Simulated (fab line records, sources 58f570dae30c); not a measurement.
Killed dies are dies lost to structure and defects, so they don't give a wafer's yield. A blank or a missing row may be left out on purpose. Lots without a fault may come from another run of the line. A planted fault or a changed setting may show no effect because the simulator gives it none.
Which tool did it? | flow berkeley_cmos170 | 14 lots, 42 wafers sampled, at 3 steps of a route of 331

WHAT THE GAUGES READ, wafer by wafer
UCB170_V1_OVL_MEAS_13.
lot  | measured     | on         | V1_OVL (nm)
L865 | day 7 10:10  | overlay-01 | -3 -5 5
L866 | day 7 19:05  | overlay-01 | 2 1 6
L869 | day 8 05:49  | overlay-01 | 6 4 8
L867 | day 8 10:22  | overlay-01 | 2 -1 4
L870 | day 8 15:20  | overlay-02 | -8 -5 -3
L874 | day 9 11:32  | overlay-02 | 1 -10 1
L876 | day 9 23:29  | overlay-01 | 18 14 7
L879 | day 10 08:16 | overlay-02 | 1 7 -2
L881 | day 10 10:43 | overlay-01 | -6 5 -3
L880 | day 10 11:01 | overlay-01 | -2 1 -4
L883 | day 10 23:32 | overlay-01 | 7 0 2
L884 | day 11 11:15 | overlay-01 | -1 4 2
L888 | day 12 12:17 | overlay-01 | -2 0 -1
L887 | day 12 12:25 | overlay-02 | -9 -6 -2

UCB170_V2_THK_MEAS_04.
lot  | measured     | on            | V2_POLISHED_THK (nm)
L865 | day 7 14:13  | film_metro-02 | 1001.0 1002.0 1001.5
L866 | day 7 23:13  | film_metro-03 | 1001.1 999.1 1000.2
L869 | day 8 09:30  | film_metro-03 | 999.5 1000.2 1001.8
L867 | day 8 14:04  | film_metro-03 | 999.7 998.8 1000.0
L870 | day 8 19:44  | film_metro-01 | 1000.0 1001.5 1000.7
L874 | day 9 16:27  | film_metro-01 | 1000.5 1001.3 1000.9
L876 | day 10 03:23 | film_metro-02 | 998.2 999.9 998.3
L879 | day 10 12:34 | film_metro-01 | 998.7 999.9 999.4
L881 | day 10 14:33 | film_metro-02 | 1000.9 1001.7 1001.9
L880 | day 10 15:08 | film_metro-02 | 999.2 999.4 998.3
L883 | day 11 03:20 | film_metro-03 | 1000.3 999.4 999.9
L884 | day 11 15:43 | film_metro-03 | 1001.7 999.4 1000.4
L888 | day 12 16:21 | film_metro-02 | 1002.3 1001.2 1001.2
L887 | day 12 16:54 | film_metro-01 | 999.5 998.0 999.5

WHICH TOOL RAN EACH LOT (tool, then ch and the chambers of the sampled wafers, then the start)
lot  | UCB170_M2_ETCH_17
L865 | rie_diel-02 ch 0,1,3, day 7 13:07
L866 | rie_diel-04 ch 0,2,3, day 7 22:05
L869 | rie_diel-03 ch 0,3, day 8 08:25
L867 | rie_diel-02 ch 0,1,2, day 8 12:59
L870 | rie_diel-04 ch 0,3, day 8 18:37
L874 | rie_diel-04 ch 1,3, day 9 15:21
L876 | rie_diel-03 ch 2,3, day 10 02:17
L879 | rie_diel-04 ch 1,3, day 10 11:24
L881 | rie_diel-03 ch 0,2,3, day 10 13:28
L880 | rie_diel-04 ch 0,2, day 10 13:51
L883 | rie_diel-02 ch 1,2,3, day 11 02:13
L884 | rie_diel-03 ch 0,1,2, day 11 14:38
L888 | rie_diel-03 ch 1,2,3, day 12 15:15
L887 | rie_diel-02 ch 1,2,3, day 12 15:48
- UCB170_M2_ETCH_17: etches BARC in N2/H2.

WHAT THE TOOLS THEMSELVES READ (means of the sampled wafers that have a number; where no wafer has one, the mark that the record gives instead)
UCB170_M2_ETCH_17.
lot  | tool        | drypump_motor_current_A (A) | oes_product_au (a.u.) | throttle_valve_pct (%)
L865 | rie_diel-02 | 6.3                         | 0.984                 | 13.41
L866 | rie_diel-04 | 5.5                         | 0.991                 | 13.20
L869 | rie_diel-03 | 5.3                         | 0.994                 | 13.19
L867 | rie_diel-02 | 6.5                         | 0.981                 | 13.61
L870 | rie_diel-04 | 6.1                         | 0.997                 | 13.28
L874 | rie_diel-04 | 5.3                         | 1.015                 | 13.41
L876 | rie_diel-03 | 5.2                         | 1.001                 | 13.20
L879 | rie_diel-04 | 5.3                         | 1.012                 | 13.41
L881 | rie_diel-03 | 5.6                         | 1.006                 | 13.28
L880 | rie_diel-04 | 5.3                         | 0.979                 | 13.09
L883 | rie_diel-02 | 6.3                         | 0.995                 | 13.44
L884 | rie_diel-03 | 5.6                         | 1.000                 | 13.38
L888 | rie_diel-03 | 5.2                         | 1.000                 | 13.32
L887 | rie_diel-02 | 6.3                         | 0.993                 | 13.41

THE ANSWER, worked out from the rows above alone
Rule: what is usual is taken from the lots themselves. Put in order of their means at a reading, lots are off if they are a third of the lots or fewer, leave a main group of 4 or more, and stand apart from it by a gap of 3 or more times the standard deviation of the main group's means; of several such gaps the widest counts. A main group whose means are all the same, to the digits that the tables above print for the reading, isn't used. A lot without any number at a reading at which 4 lots or more have one is off too. The other lots that the step has rows for count as sound. The gauges are gone through in route order, then the tools' own readings, and for those a lot's mean is taken as printed above. The first step at which some lot is off is used, and at that step the reading that is off furthest; a lot without a number counts as furthest.
No lot is off at any reading shown: from this, nothing can be told.

WHAT THE SIMULATOR HAD PUT IN
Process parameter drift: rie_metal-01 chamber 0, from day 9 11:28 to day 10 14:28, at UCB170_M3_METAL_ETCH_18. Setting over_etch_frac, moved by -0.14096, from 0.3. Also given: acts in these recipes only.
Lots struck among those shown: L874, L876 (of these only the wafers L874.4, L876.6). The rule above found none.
